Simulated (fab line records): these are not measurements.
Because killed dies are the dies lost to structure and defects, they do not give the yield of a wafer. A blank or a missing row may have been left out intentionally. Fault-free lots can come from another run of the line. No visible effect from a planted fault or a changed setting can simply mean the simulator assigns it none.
Split-lot trial -- flow ritCmos -- on a route of 202 steps: 5 lots, 23 wafers read

ABOUT THE SPLIT
At RIT_NSD_IMPLANT_08, the setting doseCm2 was moved away from the recipe's 1e+15 on 6 of the 23 wafers read, by -7.5% to +2.6%. This setting was run at the recipe's value on the other wafers.

FROM THE SPLIT TO THE READING: what the file shows between them, 5 steps
- RIT_PSD_IMPLANT_08 (also split here: energyKev)
- RIT_PSD_STRIP_09: strips in O2, time 180 s
- RIT_SDANNEAL_CLEAN_02: cleans in SC2, time 600 s
- RIT_SDANNEAL_RTA_03: time 5 s
- RIT_SDANNEAL_RS_MEAS_04: measures by four-point-probe

THE READING
NSD_RS, in ohm/sq, at RIT_SDANNEAL_RS_MEAS_05 (measures by four-point-probe). A value of 84.5 ohm/sq with a standard deviation of 0.33 ohm/sq is what fault-free wafers of this fab line usually give.

wafer,"tool, chamber at the split",doseCm2 as run,against the recipe,"NSD_RS, ohm/sq",against lot-mates on the recipe
L075.2,"implanter-03, 0",1e+15,recipe,84.3,-
L075.3,"implanter-03, 0",1e+15,recipe,84.5,-
L075.4,"implanter-03, 0",1e+15,recipe,84.3,-
L078.1,"implanter-03, 0",9.251e+14,-7.5%,89.8,+5.5
L078.3,"implanter-03, 0",1e+15,recipe,84.2,-
L078.4,"implanter-03, 0",9.251e+14,-7.5%,90.1,+5.8
L078.5,"implanter-03, 0",1e+15,recipe,84.3,-
L078.6,"implanter-03, 0",1e+15,recipe,84.5,-
L081.1,"implanter-03, 0",1e+15,recipe,84.8,-
L081.2,"implanter-03, 0",1e+15,recipe,84.8,-
L081.4,"implanter-03, 0",1e+15,recipe,84.6,-
L081.5,"implanter-03, 0",9.522e+14,-4.8%,88.0,+3.3
L081.6,"implanter-03, 0",9.522e+14,-4.8%,87.9,+3.2
L082.1,"implanter-01, 0",1e+15,recipe,84.9,-
L082.2,"implanter-01, 0",1.026e+15,+2.6%,83.3,-1.5
L082.3,"implanter-01, 0",1.026e+15,+2.6%,83.2,-1.6
L082.4,"implanter-01, 0",1e+15,recipe,84.9,-
L082.5,"implanter-01, 0",1e+15,recipe,84.7,-
L083.1,"implanter-03, 0",1e+15,recipe,84.3,-
L083.2,"implanter-03, 0",1e+15,recipe,84.5,-
L083.4,"implanter-03, 0",1e+15,recipe,84.4,-
L083.5,"implanter-03, 0",1e+15,recipe,84.4,-
L083.6,"implanter-03, 0",1e+15,recipe,84.5,-

THE FIT
A straight line over all 23 wafers: NSD_RS changes by -0.696 ohm/sq for each +1% of doseCm2; r = -0.99; the points scatter about the line by 0.26 ohm/sq.
The same after taking each lot's own level away (the mean of its wafers on the recipe; 23 wafers): -0.715 ohm/sq for each +1%; r = -1.00; scatter 0.16 ohm/sq.
That fit puts the effect of the largest move of doseCm2 on the reading at 5.4 ohm/sq.
From 84.33 to 84.83 ohm/sq: that is the span of the lots' own levels, equal to 1.5 times the standard deviation above.
Hence the lot-to-lot level has little effect on the slope; both slopes agree.
Check: for one of the wafers moved furthest among these (-7.5%), held out of the fit, the line's prediction against its lot-mates is +5.34 ohm/sq. It came out at +5.47 ohm/sq against them.

ADDITIONAL SPLITS CARRIED BY THESE WAFERS
Other splits were also applied to these wafers ahead of the reading. Each is held against what the fit with the lots' levels taken away leaves over:
other split on the same wafers,wafers away from the commonest value,r with NSD_RS (lot level and that fit taken away)
RIT_GATE_DEVELOP_15 devTempC,6,-0.09
RIT_REOX_OXIDATION_03 oxTimeS,18,+0.24
RIT_NLDD_SOFTBAKE_02 tempC,8,-0.38
RIT_NLDD_IMPLANT_08 energyKev,12,+0.20
RIT_NSD_COAT_01 resistThkNm,8,+0.46
RIT_PSD_IMPLANT_08 energyKev,8,+0.11

FILE'S OWN FIT
NSD_RS changes by -0.718 ohm/sq for each +1% of doseCm2, r = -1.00.
